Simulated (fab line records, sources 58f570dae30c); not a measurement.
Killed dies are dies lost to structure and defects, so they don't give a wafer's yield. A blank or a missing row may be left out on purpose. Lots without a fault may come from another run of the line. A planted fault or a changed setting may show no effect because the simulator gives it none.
Split-lot experiment | flow berkeley_cmos170 | 5 lots, 23 wafers read, on a route of 331 steps

THE SPLIT
At UCB170_V2_CVD_00 (deposits SiO2 from TEOS/O2, target thk 2000 nm, time 250 s), the setting time_s was moved away from the recipe's 250 s on 5 of the 23 wafers read, by -12.6% to -4.4%. The other wafers ran this setting at the recipe's value.

The file shows no step between the split and the reading.

THE READING
V2_TEOS_THK, in nm, at UCB170_V2_THK_MEAS_01. Fault-free wafers of this fab line usually give 1997 nm, standard deviation 34 nm.

wafer  | tool, chamber at the split | time_s as run, s | against the recipe | V2_TEOS_THK, nm | against lot-mates on the recipe
L075.1 | pecvd-03, 2,0,1,0,2        | 250              | recipe             | 1959            | -
L075.2 | pecvd-03, 2,0,1,0,2        | 250              | recipe             | 1966            | -
L075.4 | pecvd-03, 2,0,1,0,2        | 250              | recipe             | 1925            | -
L075.5 | pecvd-03, 2,0,1,0,2        | 250              | recipe             | 1987            | -
L075.6 | pecvd-03, 2,0,1,0,2        | 250              | recipe             | 1973            | -
L076.1 | pecvd-02, 1,0,1            | 238.9            | -4.4%              | 1914            | -105
L076.2 | pecvd-02, 2,0              | 250              | recipe             | 2019            | -
L076.3 | pecvd-02, 1,0,1            | 238.9            | -4.4%              | 1937            | -82
L076.4 | pecvd-02, 1,0,1            | 238.9            | -4.4%              | 1942            | -77
L076.5 | pecvd-02, 2,0              | 250              | recipe             | 2019            | -
L079.1 | pecvd-03, 2,0,2            | 250              | recipe             | 2061            | -
L079.3 | pecvd-03, 2,0,2            | 250              | recipe             | 2028            | -
L079.4 | pecvd-03, 0,1              | 218.4            | -12.6%             | 1826            | -226
L079.5 | pecvd-03, 0,1              | 218.4            | -12.6%             | 1760            | -292
L079.6 | pecvd-03, 2,0,2            | 250              | recipe             | 2066            | -
L080.1 | pecvd-04, 2,1,0,1,2        | 250              | recipe             | 1963            | -
L080.3 | pecvd-04, 2,1,0,1,2        | 250              | recipe             | 1998            | -
L080.4 | pecvd-04, 2,1,0,1,2        | 250              | recipe             | 1986            | -
L080.5 | pecvd-04, 2,1,0,1,2        | 250              | recipe             | 2053            | -
L080.6 | pecvd-04, 2,1,0,1,2        | 250              | recipe             | 2007            | -
L084.1 | pecvd-04, 0,2,1            | 250              | recipe             | 1997            | -
L084.2 | pecvd-04, 0,2,1            | 250              | recipe             | 2003            | -
L084.3 | pecvd-04, 0,2,1            | 250              | recipe             | 2039            | -
Where a row lists several chambers, the file gives one row for several wafers and doesn't say which wafer went through which chamber.

THE FIT
A straight line over all 23 wafers: V2_TEOS_THK changes by +16.5 nm for each +1% of time_s; r = +0.87; the points scatter about the line by 36 nm.
The same after taking each lot's own level away (the mean of its wafers on the recipe; 23 wafers): +20.4 nm for each +1%; r = +0.96; scatter 23 nm.
On that fit, the largest move of time_s shifts the reading by 2.6e+02 nm.
The lots' own levels span 1962.0 to 2051.7 nm, that is 2.6 times the standard deviation above.
So the lot-to-lot level changes the slope: the two fits differ.
Check: with one of the wafers moved furthest among these (-12.6%) left out of the fit, the line predicts -281 nm for it against its lot-mates. It came out at -226 nm against them.

THE FILE'S OWN FIT
V2_TEOS_THK changes by +20.4 nm for each +1% of time_s, r = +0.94.
